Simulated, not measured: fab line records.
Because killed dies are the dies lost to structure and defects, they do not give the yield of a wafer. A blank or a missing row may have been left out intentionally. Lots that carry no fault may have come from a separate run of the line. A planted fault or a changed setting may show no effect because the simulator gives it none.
Split-lot trial | flow berkeley-cmos170 | on a route of 331 steps: 5 lots, 23 wafers read

ABOUT THE SPLIT
At UCB170_SACOX_OXIDATION_01 (target thk 14.4 nm, ox time 2400 s), the setting ox-time-s was moved away from the recipe's 2400 s on 10 of the 23 wafers read, by -11.1% to +5.7%. All remaining wafers had this setting at the recipe value.

No step appears in the file between the split and the reading.

THE READING
SACOX_OXIDE_THK (nm), taken at UCB170_SACOX_THK_MEAS_02. On this fab line, fault-free wafers typically give 14.65 nm with a standard deviation of 0.25 nm.

wafer  | tool, chamber at the split | ox-time-s as run, s | against the recipe | SACOX_OXIDE_THK, nm | against lot-mates on the recipe
L075.1 | -, -                       | 2400                | recipe             | 14.75               | -
L075.2 | -, -                       | 2400                | recipe             | 14.58               | -
L075.3 | -, -                       | 2400                | recipe             | 14.80               | -
L075.4 | -, -                       | 2400                | recipe             | 14.66               | -
L075.5 | -, -                       | 2400                | recipe             | 14.61               | -
L077.1 | -, -                       | 2537                | +5.7%              | 15.02               | no lot-mate on the recipe
L077.2 | -, -                       | 2537                | +5.7%              | 15.13               | no lot-mate on the recipe
L077.4 | -, -                       | 2537                | +5.7%              | 15.51               | no lot-mate on the recipe
L077.5 | -, -                       | 2537                | +5.7%              | 15.17               | no lot-mate on the recipe
L077.6 | -, -                       | 2537                | +5.7%              | 15.38               | no lot-mate on the recipe
L083.1 | -, -                       | 2400                | recipe             | 14.45               | -
L083.2 | -, -                       | 2400                | recipe             | 14.58               | -
L083.3 | -, -                       | 2400                | recipe             | 14.38               | -
L083.5 | -, -                       | 2400                | recipe             | 14.30               | -
L083.6 | -, -                       | 2400                | recipe             | 14.84               | -
L084.2 | furnace-01, 0              | 2400                | recipe             | 14.53               | -
L084.3 | furnace-01, 0              | 2400                | recipe             | 14.94               | -
L084.6 | furnace-01, 0              | 2400                | recipe             | 14.85               | -
L085.2 | -, -                       | 2134                | -11.1%             | 13.37               | no lot-mate on the recipe
L085.3 | -, -                       | 2134                | -11.1%             | 13.41               | no lot-mate on the recipe
L085.4 | -, -                       | 2134                | -11.1%             | 13.74               | no lot-mate on the recipe
L085.5 | -, -                       | 2134                | -11.1%             | 13.18               | no lot-mate on the recipe
L085.6 | -, -                       | 2134                | -11.1%             | 13.41               | no lot-mate on the recipe

THE FIT
A straight line over all 23 wafers: SACOX_OXIDE_THK changes by +0.109 nm for each +1% of ox-time-s; r = +0.96; the points scatter about the line by 0.19 nm.
Too few moved wafers have a lot-mate on the recipe to fit a line with each lot's own level taken away.

THE WHOLE CHAIN: every reading that the file lists as answering this split, in the file's order
step                      | what it does                       | reading                                                                            | change (the file's fit)               | r (the file's)
UCB170_SACOX_OXIDATION_01 | target thk 14.4 nm, ox time 2400 s | SiO2_of_SACOX_OXIDATION_01.thk-nm (the simulator's own value, which no gauge read) | +0.109 nm for each +1% of the setting | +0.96
UCB170_SACOX_THK_MEAS_02  |                                    | SACOX_OXIDE_THK                                                                    | +0.109 for each +1% of the setting    | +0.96

THE FILE'S OWN FIT
SACOX_OXIDE_THK changes by +0.109 nm for each +1% of ox-time-s, r = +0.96.
